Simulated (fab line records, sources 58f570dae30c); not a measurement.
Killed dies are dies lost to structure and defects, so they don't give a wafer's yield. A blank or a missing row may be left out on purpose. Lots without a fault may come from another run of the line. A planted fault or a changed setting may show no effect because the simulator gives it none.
Which tool did it? | flow berkeley_cmos170 | 7 lots, 21 wafers sampled, at 4 steps of a route of 331

WHAT THE GAUGES READ, wafer by wafer
UCB170_M1_RS_MEAS_01: measures by four-point-probe.
lot  | measured     | on            | M1_AL_RS (ohm/sq)
L371 | day 7 20:53  | film_metro-01 | 0.0476 0.0475 0.0476
L373 | day 7 17:49  | film_metro-04 | 0.0488 0.0478 0.0483
L375 | day 9 05:26  | film_metro-03 | 0.0488 0.0485 0.0487
L380 | day 10 12:25 | film_metro-01 | 0.0592 0.0588 0.0586
L388 | day 11 12:32 | film_metro-01 | 0.0482 0.0477 0.0484
L385 | day 11 12:56 | film_metro-01 | 0.0475 0.0481 0.0481
L391 | day 12 09:59 | film_metro-04 | 0.0482 0.0478 0.0478

WHICH TOOL RAN EACH LOT (tool, then ch and the chambers of the sampled wafers, then the start)
lot  | UCB170_PLDD_STRIP_10                 | UCB170_PSD_STRIP_09                  | UCB170_M1_SPUTTER_00
L371 | plasma_asher-03 ch 1, day 6 23:20    | plasma_asher-04 ch 0,1, day 7 07:45  | pvd_sputter-03, day 7 20:48
L373 | plasma_asher-02 ch 0,1, day 6 23:44  | plasma_asher-02 ch 0,1, day 7 07:35  | pvd_sputter-03, day 7 17:43
L375 | plasma_asher-04 ch 0,1, day 8 01:16  | plasma_asher-04 ch 0,1, day 8 13:47  | pvd_sputter-03, day 9 05:14
L380 | plasma_asher-03 ch 0,1, day 9 12:06  | plasma_asher-02 ch 0,1, day 10 01:25 | pvd_sputter-03, day 10 12:21
L388 | plasma_asher-02 ch 0,1, day 10 16:26 | plasma_asher-02 ch 0,1, day 11 01:50 | pvd_sputter-04, day 11 12:29
L385 | plasma_asher-03 ch 0,1, day 10 16:14 | plasma_asher-02 ch 0,1, day 11 01:18 | pvd_sputter-01, day 11 12:50
L391 | plasma_asher-02 ch 0,1, day 11 14:47 | plasma_asher-04 ch 0,1, day 12 00:43 | pvd_sputter-01, day 12 09:53
- UCB170_PLDD_STRIP_10: strips in O2.
- UCB170_PSD_STRIP_09: strips in O2.
- UCB170_M1_SPUTTER_00: material Al, target thk 600 nm, time 80 s.

THE ANSWER, worked out from the rows above alone
Rule: what is usual is taken from the lots themselves. Put in order of their means at a reading, lots are off if they are a third of the lots or fewer, leave a main group of 4 or more, and stand apart from it by a gap of 3 or more times the standard deviation of the main group's means; of several such gaps the widest counts. A main group whose means are all the same, to the digits that the tables above print for the reading, isn't used. A lot without any number at a reading at which 4 lots or more have one is off too. The other lots that the step has rows for count as sound.
Off: L380, at UCB170_M1_RS_MEAS_01 (M1_AL_RS). The main group: mean 0.0481 ohm/sq, standard deviation 0.00034.
A tool fits if, at a process step before that reading, it ran every lot that is off, and no sound lot after the first of them. The gauges at UCB170_M1_RS_MEAS_01 are tried like those tools. One fits: pvd_sputter-03 at UCB170_M1_SPUTTER_00. Its last sound lot is L375 (day 9 05:14), its first lot that is off L380 (day 10 12:21): a fault that began between those two fits.

WHAT THE SIMULATOR HAD PUT IN
Process parameter drift: pvd_sputter-03, from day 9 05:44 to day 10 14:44, at UCB170_M1_SPUTTER_00. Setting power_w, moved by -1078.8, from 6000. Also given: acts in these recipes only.
Lots struck among those shown: L380. The rule above found the same.
